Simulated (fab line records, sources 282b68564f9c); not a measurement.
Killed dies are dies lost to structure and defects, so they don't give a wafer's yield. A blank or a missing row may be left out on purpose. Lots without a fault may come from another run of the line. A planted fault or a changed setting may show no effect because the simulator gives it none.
A struck lot beside a sound one | flow rit_cmos | 35 steps out of a route of 202
Sound: wafers L646.3, L646.5, L646.6. Struck: wafers L651.2, L651.3, L651.5. The cause comes at the end.
At each step with rows: each side's tool, then ch and its chambers, then its first start. Under that, the readings that differ: sound wafers | struck wafers | difference of the means | sigmas: that difference in standard deviations of wafers without a fault.
alike: readings whose means differ by less than 2 such deviations, and words and numbers that are the same on both sides. not compared: withheld readings, readings that some wafer has no value for, bounds like >300 that may hide the same value, and numbers for which the record gives no deviation and whose values overlap.
The two part at a step that has a row with sigmas, a row that says differs or no value, or rows on one side only. Numbers that don't overlap but have no deviation are shown without sigmas and don't part them. A reading that every wafer of one side lacks parts them only if that side has two wafers or more.

first, 4 steps without rows for these wafers: RIT_ACTIVE_CLEAN_15 (cleans in SC1, time 600 s); RIT_ACTIVE_CLEAN_16 (cleans in dHF, time 30 s); RIT_ACTIVE_CLEAN_17 (cleans in SC2, time 600 s); RIT_FOX1_OXIDATION_00 (target thk 350.7 nm, ox time 1130 s).
RIT_FOX1_THK_MEAS_01:
  sound on film_metro-01, day 2 01:51; struck on film_metro-04, day 3 02:08
  alike: FOX1_OXIDE_THK
then, 2 steps without rows for these wafers: RIT_FOX1_WET_ETCH_02 (etches SiO2 in BOE, target depth 350 nm, time 390 s); RIT_FOX2_OXIDATION_00 (target thk 350.7 nm, ox time 1130 s).
RIT_FOX2_THK_MEAS_01:
  sound on film_metro-04, day 2 04:47; struck on film_metro-01, day 3 05:17
  alike: FOX2_OXIDE_THK
then, 2 steps without rows for these wafers: RIT_FOX2_CLEAN_02 (cleans in dHF, time 180 s); RIT_FOX2_WET_ETCH_03 (etches Si3N4 in H3PO4, target depth 195 nm, time 2700 s).
RIT_FOX2_THK_MEAS_90:
  sound on film_metro-04, day 2 05:40; struck on film_metro-04, day 3 06:10
  alike: FIELD_OXIDE_LEFT_1_THK
then, 1 step without rows for these wafers: RIT_NWELL_HMDS_00 (prime time 60 s).
RIT_NWELL_COAT_01: resist thk 1300 nm.
  sound on litho_track-02 ch 0, day 2 05:54; struck on litho_track-02, day 3 06:23
  no value came back on the struck wafers for chill_plate_temp_C (C), dispense_pressure_kPa (kPa); on the sound wafers chill_plate_temp_C (C) reads 22.95 23.10 22.93
then, 4 steps without rows for these wafers: RIT_NWELL_SOFTBAKE_02 (time 60 s); RIT_NWELL_EXPOSE_03 (exposes mask M2, target cd 43900 nm); RIT_NWELL_PEB_04; RIT_NWELL_DEVELOP_05 (develop time 68 s).
RIT_NWELL_OVL_MEAS_06:
  sound on overlay-02, day 2 06:35; struck on overlay-02, day 3 07:06
  reading        | sound          | struck | difference                    | sigmas
  NWELL_OVL (nm) | -0.8 -1.1 -1.6 | - - -  | no value on the struck wafers |
then, 2 steps without rows for these wafers: RIT_NWELL_HARDBAKE_07 (time 120 s); RIT_NWELL_IMPLANT_08.
RIT_NWELL_STRIP_09: strips in O2, time 180 s.
  sound on plasma_asher-01 ch 0,1, day 2 07:04; struck on plasma_asher-04 ch 0, day 3 07:32
  alike: drypump_motor_current_A
  not compared: rf_hours_counter_h
RIT_NWELL_TW_MEAS_10:
  sound on film_metro-02, day 2 07:13; struck on film_metro-04, day 3 07:43
  alike: NWELL_TW
then, 6 steps without rows for these wafers: RIT_PWELL_HMDS_00 (prime time 60 s); RIT_PWELL_COAT_01 (resist thk 1300 nm); RIT_PWELL_SOFTBAKE_02 (time 60 s); RIT_PWELL_EXPOSE_03 (exposes mask M3, target cd 43700 nm); RIT_PWELL_PEB_04; RIT_PWELL_DEVELOP_05 (develop time 68 s).
RIT_PWELL_OVL_MEAS_06:
  sound on overlay-02, day 2 08:16; struck on overlay-01, day 3 08:47
  alike: PWELL_OVL
then, 2 steps without rows for these wafers: RIT_PWELL_HARDBAKE_07 (time 120 s); RIT_PWELL_IMPLANT_08.
RIT_PWELL_STRIP_09: strips in O2, time 180 s.
  sound on plasma_asher-02 ch 0,1, day 2 08:45; struck on plasma_asher-02 ch 0,1, day 3 09:13
  alike: drypump_motor_current_A
  not compared: rf_hours_counter_h
RIT_PWELL_TW_MEAS_10:
  sound on film_metro-04, day 2 08:53; struck on film_metro-04, day 3 09:23
  reading  | sound       | struck         | difference | sigmas
  PWELL_TW | 959 961 963 | 2235 2235 2226 | +1271      | +99 or more
then, 1 step without rows for these wafers: RIT_WELLDRIVE_ANNEAL_00 (time 14700 s).
RIT_M1_PROBE_99:
  sound on prober-01, day 4 00:29; struck on prober-02, day 5 01:01
  reading             | sound  | struck      | difference | sigmas
  killed_at_front_end | 3 3 12 | 264 264 264 | +258       | +83
  killed_dies         | 3 3 12 | 264 264 264 | +258       | +83
  killed_on_rim       | 1 2 1  | 70 70 70    | +69        | +53
  alike: killed_at_contacts, killed_open, killed_short

WHERE THEY PART
First at RIT_NWELL_COAT_01; last, within this record, at RIT_M1_PROBE_99.

WHY: what the simulator had put in
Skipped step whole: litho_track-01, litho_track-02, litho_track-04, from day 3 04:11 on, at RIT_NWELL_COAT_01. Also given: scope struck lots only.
